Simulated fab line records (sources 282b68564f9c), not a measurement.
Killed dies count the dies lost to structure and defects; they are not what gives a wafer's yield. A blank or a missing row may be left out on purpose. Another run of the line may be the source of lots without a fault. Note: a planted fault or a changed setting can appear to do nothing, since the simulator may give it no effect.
Comparing a struck lot with a sound one :: flow rit-cmos :: 13 out of 202 route steps
Sound: wafers L327.2, L327.3, L327.6. Wafers L335.1, L335.3, L335.5 were the ones struck. Last of all comes the cause.
For every step that has rows: the tool of each side, followed by ch and its chambers, followed by its first start. Under that, the readings that differ: sound wafers :: struck wafers :: difference of the means :: sigmas: that difference in standard deviations of wafers without a fault.
alike: readings with means less than 2 such deviations apart, plus words and numbers identical on both sides. not compared: withheld readings, readings lacking a value on some wafer, bounds such as >300 that could conceal the same value, and numbers that have no deviation in the record and whose values overlap.
The two part at a step that has a row with sigmas, a row that says differs or no value, or rows on one side only. Numbers that have no deviation but don't overlap get no sigmas and don't part them. Lack of a reading on every wafer of one side parts them only where that side has two or more wafers.

RIT_ACTIVE_BOW_MEAS_00:
  sound: film-metro-03 at day 2 01:01; struck: film-metro-01 at day 3 17:00
  alike: INCOMING_BOW
then, 1 step without rows for these wafers: RIT_ACTIVE_OXIDATION_01 (target thk 46.8 nm, ox time 3360 s).
RIT_ACTIVE_THK_MEAS_02:
  sound: film-metro-02 at day 2 04:37; struck: film-metro-01 at day 3 20:16
  alike: ACTIVE_OXIDE_THK
then, 1 step without rows for these wafers: RIT_ACTIVE_CVD_03 (deposits Si3N4 from SiH2Cl2/NH3, target thk 150 nm, time 1500 s).
RIT_ACTIVE_THK_MEAS_04:
  sound: film-metro-01 at day 2 06:05; struck: film-metro-03 at day 3 21:44
  alike: ACTIVE_NITRIDE_THK
then, 2 steps without rows for these wafers: RIT_ACTIVE_HMDS_05 (prime time 60 s); RIT_ACTIVE_COAT_06 (resist thk 1000 nm).
RIT_ACTIVE_SOFTBAKE_07: time 60 s.
  sound on litho-track-01 ch 0, day 2 06:28; struck on litho-track-02 ch 0, day 3 22:06
reading: heater-power-total-W (W)
sound: 34.59 34.62 34.60
struck: 39.50 39.41 39.52
difference: +4.87
sigmas: +89

reading: plate-temp-C (C)
sound: 90.01 90.05 89.85
struck: 99.05 99.09 99.12
difference: +9.12
sigmas: +76

reading: model.NOVOLAK_of_ACTIVE_COAT_06.thk-nm (nm)
sound: 1000 1004 1002
struck: 975.3 972.3 972.4
difference: -28.7
sigmas: 
  alike: resist-line-temp-C
then, 2 steps without rows for these wafers: RIT_ACTIVE_EXPOSE_08 (exposes mask M1, target cd 1400 nm); RIT_ACTIVE_PEB_09.
RIT_ACTIVE_DEVELOP_10: develop time 50 s.
  sound: litho-track-03 ch 0; struck: litho-track-01 ch 0
reading: model.NOVOLAK_of_ACTIVE_COAT_06.thk-nm (nm)
sound: 999.9 1004 1001
struck: 974.9 972 972
difference: -28.7
sigmas: 
  alike: developer-temp-C, resist-line-temp-C
RIT_ACTIVE_CD_MEAS_11: the cd target is 1400 nm.
  sound: cd-sem-01 at day 2 07:01; struck: cd-sem-02 at day 3 23:08
  alike: cd-nm
-- the record jumps here: 3 days lie between the struck wafers' starts before and after (it left off in module ACTIVE and takes up again in module M1, whose first step shown is number 202 of the route) --
RIT_M1_PROBE_99:
  sound: prober-02 at day 5 02:46; struck: prober-02 at day 6 15:52
  alike: killed-at-front-end, killed-dies, killed-on-rim, killed-open, killed-short

## WHERE THEY PART
Within this record, at RIT_ACTIVE_SOFTBAKE_07 only. Later steps at which nothing parts them and some readings are alike: RIT_ACTIVE_DEVELOP_10, RIT_ACTIVE_CD_MEAS_11, RIT_M1_PROBE_99.

WHY: the cause the simulator had injected
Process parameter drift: litho-track-02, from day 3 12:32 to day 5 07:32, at RIT_ACTIVE_SOFTBAKE_07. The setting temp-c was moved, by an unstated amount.
